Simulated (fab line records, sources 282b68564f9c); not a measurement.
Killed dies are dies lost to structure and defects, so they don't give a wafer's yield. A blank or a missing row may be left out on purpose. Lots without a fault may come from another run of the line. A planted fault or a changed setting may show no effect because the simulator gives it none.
fab line records | flow rit_cmos
record lots=15 wafers=45 last_day=7
route steps=202 shown ACTIVE@1 GATE@79 M1@194
lots that met no fault: from a run of the same line without faults
start_h: hours from the record's first day to the start of the lot's first wafer shown | wait_h: hours since the lot's step before | " the same as in the row above | L1.1+2: a row that stands for several wafers | - no value, or no start given | * or withheld: withheld | < > ~ a bound
route shown NAME@n: a module of which the file shows steps, and the number in the route of the first | usual: mean/standard deviation of fault-free wafers | same: alike in all rows | chamber/n: place in a boat | sites: the reading at each site | _std_site: their standard deviation | _edge_site: outer sites' mean less inner sites' | radius_mm: how far each site lies from the wafer's centre | mask NAME#n: copy n | behind: the tool/chamber that last shaped the wafer | hold: why the lot was held/for how many hours/how that ended | device: the transistor (n, p or np) that didn't switch | end of line: the same wafers' tests at the end of the route | a step without rows: its recipe alone | killed: dies lost to structure and defects at the first sort, not the wafer's yield | map: a wafer's dies, x killed, . not, _ none there
set.NAME: the setting as run; set.NAME@STEP: as run at that earlier step | model.NAME: the simulator's own value behind a step, which no gauge read
steps of the route over a sample of lots; a table a step, a row a wafer
## steps
# step RIT_ACTIVE_BOW_MEAS_00
# recipe mode=bow
# usual INCOMING_BOW=1/7.1
# columns lot.wafer tool chamber start_h wait_h INCOMING_BOW[um]
L395.4 film_metro-04 - 10.06 - -4
L395.5 " - " " 1
L395.6 " - " " 3
L397.2 film_metro-01 - 20.02 - -2
L397.3 " - " " -3
L397.6 " - " " -3
L398.3 film_metro-04 - 25.04 - 2
L398.5 " - " " -2
L398.6 " - " " 12
L399.2 film_metro-04 - 30.02 - 1
L399.5 " - " " -4
L399.6 " - " " 13
L400.2 film_metro-01 - 35.02 - 9
L400.3 " - " " -6
L400.4 " - " " 5
L401.2 film_metro-02 - 40.02 - 7
L401.3 " - " " 2
L401.6 " - " " 10
L402.3 film_metro-02 - 45.04 - 1
L402.4 " - " " -8
L402.5 " - " " -7
L407.1 film_metro-01 - 70.00 - -11
L407.2 " - " " -13
L407.6 " - " " 5
L408.2 film_metro-04 - 75.02 - 11
L408.3 " - " " -4
L408.5 " - " " 0
L409.1 film_metro-01 - 80.00 - 4
L409.2 " - " " -6
L409.6 " - " " 6
L410.3 film_metro-01 - 85.04 - -14
L410.4 " - " " 14
L410.6 " - " " -3
L412.1 film_metro-01 - 95.00 - -3
L412.3 " - " " -7
L412.4 " - " " 8
L413.2 film_metro-02 - 100.02 - -11
L413.3 " - " " 1
L413.6 " - " " 13
L417.2 film_metro-02 - 120.02 - 4
L417.4 " - " " 5
L417.6 " - " " -9
L418.1 film_metro-04 - 125.00 - 1
L418.4 " - " " -12
L418.6 " - " " -1
# step RIT_GATE_CLEAN_04
# recipe chemistry=dHF dilution=50:1 time_s=60 dry=n2_spin
# columns lot.wafer tool chamber start_h wait_h
L395.4+5+6 wet_bench-02 3 34.15 0.0
L397.2+3+6 wet_bench-02 2 50.84 0.0
L398.3+5+6 wet_bench-04 2 51.43 0.0
L399.2+5+6 wet_bench-04 0 56.38 0.0
L400.2+3+4 wet_bench-03 1 62.64 0.0
L401.2+3+6 wet_bench-04 2 63.03 0.0
L402.3+4+5 wet_bench-03 0 68.14 0.0
L407.1+2+6 wet_bench-03 0 94.68 0.0
L408.2+3+5 wet_bench-03 1 97.89 0.0
L409.1+2+6 wet_bench-03 1 103.63 0.0
L410.3+4+6 wet_bench-02 0 108.44 0.0
L412.1+3+4 wet_bench-02 3 118.15 0.0
L413.2+3+6 wet_bench-02 1 122.84 0.0
L417.2+4+6 wet_bench-02 0 147.39 0.0
L418.1+4+6 wet_bench-04 1 148.79 0.0
# step RIT_M1_OVL_MEAS_10
# usual M1_OVL=-0.2/1.1
# columns lot.wafer tool chamber start_h wait_h M1_OVL[nm]
L395.4 overlay-02 - 60.21 0.1 1.2
L395.5 " - " " -1.0
L395.6 " - " " 0.8
L398.3 overlay-01 - 75.41 0.1 -2.2
L398.5 " - " " -0.3
L398.6 " - " " -0.7
L397.2 overlay-01 - 75.55 0.1 1.4
L397.3 " - " " -0.2
L397.6 " - " " 0.5
L399.2 overlay-01 - 79.14 0.1 2.0
L399.5 " - " " 0.4
L399.6 " - " " 0.5
L401.2 overlay-02 - 87.78 0.1 -1.2
L401.3 " - " " -0.6
L401.6 " - " " 0.0
L400.2 overlay-02 - 89.56 0.1 -1.4
L400.3 " - " " -0.2
L400.4 " - " " 0.9
L402.3 overlay-02 - 93.27 0.1 -2.0
L402.4 " - " " -1.4
L402.5 " - " " -1.2
L407.1 overlay-02 - 118.75 0.1 -1.1
L407.2 " - " " -0.8
L407.6 " - " " -2.2
L408.2 overlay-02 - 121.00 0.1 -0.1
L408.3 " - " " 1.9
L408.5 " - " " 1.3
L409.1 overlay-01 - 126.80 0.1 0.6
L409.2 " - " " 0.8
L409.6 " - " " 0.0
L410.3 overlay-02 - 130.11 0.1 -0.2
L410.4 " - " " 0.0
L410.6 " - " " -0.2
L412.1 overlay-01 - 143.40 0.1 -0.5
L412.3 " - " " 0.0
L412.4 " - " " 0.4
L413.2 overlay-01 - 146.64 0.1 0.3
L413.3 " - " " -1.0
L413.6 " - " " 0.2
L417.2 overlay-02 - 170.09 0.1 1.3
L417.4 " - " " -0.6
L417.6 " - " " 0.3
L418.1 overlay-01 - 171.44 0.1 0.6
L418.4 " - " " 0.7
L418.6 " - " " 0.6
# step RIT_M1_PROBE_99
# usual killed_at_M0_to_M3=0.0/0.12 killed_at_contacts=0.1/0.25 killed_at_front_end=8/3.3 killed_dies=8/3.3 killed_open=3.9/2.1 killed_short=3.8/2.2
# same gross_dies=264 killed_at_M4_up=0 killed_at_back_side=0 killed_at_other=0
# columns lot.wafer tool chamber start_h wait_h killed_at_M0_to_M3 killed_at_contacts killed_at_front_end killed_dies killed_open killed_short
L399.2 prober-02 - 81.73 0.1 0 0 9 9 5 4
L399.5 prober-02 - 81.88 0.2 0 0 13 13 7 6
L399.6 prober-02 - 81.93 0.2 0 0 17 17 7 10
L407.1 prober-02 - 121.49 0.1 0 0 28 28 3 4
L407.2 prober-02 - 121.54 0.1 0 0 32 32 2 1
L407.6 prober-02 - 121.74 0.2 0 0 33 33 3 5
L408.2 prober-01 - 123.58 0.1 0 0 24 24 4 1
L408.3 prober-01 - 123.63 0.2 0 0 35 35 5 1
L408.5 prober-01 - 123.73 0.2 0 0 28 28 0 3
L409.1 prober-02 - 129.42 0.1 0 1 32 33 4 3
L409.2 prober-02 - 129.47 0.1 0 0 30 30 1 2
L409.6 prober-02 - 129.67 0.2 0 0 26 26 2 2
L410.3 prober-01 - 132.74 0.2 0 1 7 8 3 5
L410.4 prober-01 - 132.79 0.2 0 0 5 5 1 4
L410.6 prober-01 - 132.89 0.2 0 0 9 9 4 5
# killed by level:class
L399.2 GATE:geometric_particle:open=3 GATE:geometric_particle:short=2 FOX2:geometric_particle:short=1 FOX2:geometric_particle:open=1 SPACER:geometric_particle:short=1 SILICIDE:geometric_particle:open=1
L399.5 GATE:geometric_particle:short=4 GATE:geometric_particle:open=3 SPACER:geometric_particle:open=3 FOX1:geometric_particle:open=1 FOX1:geometric_particle:short=1 SILICIDE:geometric_particle:short=1
L399.6 GATE:geometric_particle:short=5 FOX1:geometric_particle:short=3 GATE:geometric_particle:open=3 SPACER:geometric_particle:open=3 SILICIDE:geometric_particle:short=2 SILICIDE:geometric_particle:open=1
L407.1 GATE:unspecified=21 GATE:geometric_particle:open=2 SILICIDE:geometric_particle:short=2 GATE:geometric_particle:short=1 SPACER:geometric_particle:open=1 SPACER:geometric_particle:short=1
L407.2 GATE:unspecified=29 FOX2:geometric_particle:open=1 REOX:geometric_particle:open=1 REOX:geometric_particle:short=1
L407.6 GATE:unspecified=25 FOX2:geometric_particle:short=3 SILICIDE:geometric_particle:open=2 FOX1:geometric_particle:open=1 GATE:geometric_particle:short=1 SILICIDE:geometric_particle:short=1
L408.2 GATE:unspecified=19 SILICIDE:geometric_particle:open=2 FOX1:geometric_particle:open=1 GATE:geometric_particle:open=1 GATE:geometric_particle:short=1
L408.3 GATE:unspecified=29 GATE:geometric_particle:open=2 REOX:geometric_particle:open=2 GATE:geometric_particle:short=1 SILICIDE:geometric_particle:open=1
L408.5 GATE:unspecified=25 FOX1:geometric_particle:short=1 FOX2:geometric_particle:short=1 REOX:geometric_particle:short=1
L409.1 GATE:unspecified=26 GATE:geometric_particle:short=2 FOX1:geometric_particle:open=1 FOX2:geometric_particle:short=1 FOX2:geometric_particle:open=1 REOX:geometric_particle:open=1 CONTACT:geometric_particle:open=1
L409.2 GATE:unspecified=27 FOX1:geometric_particle:open=1 FOX2:geometric_particle:short=1 GATE:geometric_particle:short=1
L409.6 GATE:unspecified=22 FOX2:geometric_particle:short=1 GATE:geometric_particle:open=1 SPACER:geometric_particle:short=1 SPACER:geometric_particle:open=1
L410.3 REOX:geometric_particle:short=2 FOX1:geometric_particle:short=1 REOX:geometric_particle:open=1 SPACER:geometric_particle:open=1 SPACER:geometric_particle:short=1 SILICIDE:geometric_particle:short=1 CONTACT:geometric_particle:open=1
L410.4 SPACER:geometric_particle:short=2 SILICIDE:geometric_particle:short=2 SILICIDE:geometric_particle:open=1
L410.6 REOX:geometric_particle:open=2 SPACER:geometric_particle:short=2 FOX1:geometric_particle:open=1 FOX1:geometric_particle:short=1 FOX2:geometric_particle:short=1 SPACER:geometric_particle:open=1 SILICIDE:geometric_particle:short=1
## key
first_sign step=RIT_M1_PROBE_99 reading=killed_dies direction=up sigmas=6.6 usual=8 struck=30
effect step=RIT_M1_PROBE_99 reading=killed_at_front_end direction=up sigmas=6.6 usual=8 struck=30
met_at RIT_GATE_CLEAN_04
struck_lots L407,L408,L409
tester_left_out L407,L408,L409
not_acting_at RIT_ACTIVE_BOW_MEAS_00,RIT_M1_OVL_MEAS_10
onset_between 68.14 94.68
fault kind=chamber_particle_source tool=wet_bench-03 chamber=- onset_h=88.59 steps=RIT_GATE_CLEAN_04 rate_per_visit_cm2=0.41224 end_h=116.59
# tester_left_out: of these lots the tester's yield and bins aren't shown, on N5 and GAA mostly nor the transistor test; their killed dies are dies lost to structure and defects alone, not to doping, threshold or leakage, so they don't give the yield
